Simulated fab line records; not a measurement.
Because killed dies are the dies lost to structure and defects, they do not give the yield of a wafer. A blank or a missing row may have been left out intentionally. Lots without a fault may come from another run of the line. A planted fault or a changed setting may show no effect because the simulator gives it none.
Comparing a struck lot with a sound one    flow berkeley-cmos170    14 steps out of a route of 331
Sound: the wafers L677.2, L677.4, L677.5. Wafers struck: L683.1, L683.3, L683.6. The cause is named last.
Order at every step that has rows: each side's tool, ch and its chambers, its first start. Under that, the readings that differ: sound wafers    struck wafers    difference of the means    sigmas: that difference in standard deviations of wafers without a fault.
alike: words and numbers the same on both sides, and readings whose means are apart by under 2 such deviations; not compared: readings that were withheld, readings missing a value for some wafer, numbers with overlapping values and no deviation given by the record, and bounds like >300 which may hide the same value.
A row with sigmas, a row that says differs or no value, or rows on one side alone: a step with any of these is where the two part. Non-overlapping numbers with no deviation appear without sigmas and do not part them. A reading that every wafer of one side lacks parts them only if that side has two wafers or more.

first, 2 steps without rows for these wafers: UCB170_PWELL_ANNEAL_04 (time 900 s); UCB170_PWELL_CVD_05 (deposits Si3N4 from SiH2Cl2/NH3, target thk 220 nm, time 3300 s).
UCB170_PWELL_THK_MEAS_06:
  sound on film-metro-01, day 3 09:18; struck on film-metro-04, day 4 15:21
  alike: PWELL_NITRIDE_THK
then, 6 steps without rows for these wafers: UCB170_PWELL_HMDS_07 (prime time 60 s); UCB170_PWELL_COAT_08 (resist thk 900 nm); UCB170_PWELL_SOFTBAKE_09 (time 60 s); UCB170_PWELL_EXPOSE_10 (exposes mask PWELL, target cd 3000 nm); UCB170_PWELL_PEB_11; UCB170_PWELL_DEVELOP_12 (develop time 45 s).
UCB170_PWELL_OVL_MEAS_13:
  sound on overlay-01, day 3 10:53; struck on overlay-02, day 4 18:10
  alike: PWELL_OVL
UCB170_PWELL_ETCH_14: etches Si3N4 in CH3F/Ar/O2, stops on SiO2, target depth 242 nm, time 151 s.
  sound on rie-diel-03 ch 1,2,3, day 3 10:55; struck on rie-diel-03 ch 1,2,3, day 4 18:12
  alike: drypump-motor-current-A, oes-product-au, throttle-valve-pct
  not compared: rf-hours-counter-h
after that, 1 step had no rows for these wafers: UCB170_PWELL_IMPLANT_15.
UCB170_PWELL_STRIP_16: strips in O2.
  sound on plasma-asher-02 ch 1, day 3 11:10; struck on plasma-asher-02 ch 0,1, day 4 18:27
  no value came back on the struck wafers for chamber-pressure-mTorr (mTorr), drypump-motor-current-A (A), oes-product-au (a.u.), strip-time-to-endpoint-s (s); on the sound wafers chamber-pressure-mTorr (mTorr) reads 3499 3505 3497
reading                                 sound  struck             difference  sigmas
model.KrF_of_PWELL_COAT_08.thk-nm (nm)  0 0 0  722.4 719.2 718.7  +720.1      
  not compared: rf-hours-counter-h
UCB170_PWELL_TW_MEAS_17:
  sound on film-metro-01, day 3 11:17; struck on film-metro-01, day 4 18:33
  alike: PWELL_TW

## WHERE THEY PART
Within this record, at UCB170_PWELL_STRIP_16 only. Later steps at which nothing parts them and some readings are alike: UCB170_PWELL_TW_MEAS_17.

WHY: the cause the simulator had injected
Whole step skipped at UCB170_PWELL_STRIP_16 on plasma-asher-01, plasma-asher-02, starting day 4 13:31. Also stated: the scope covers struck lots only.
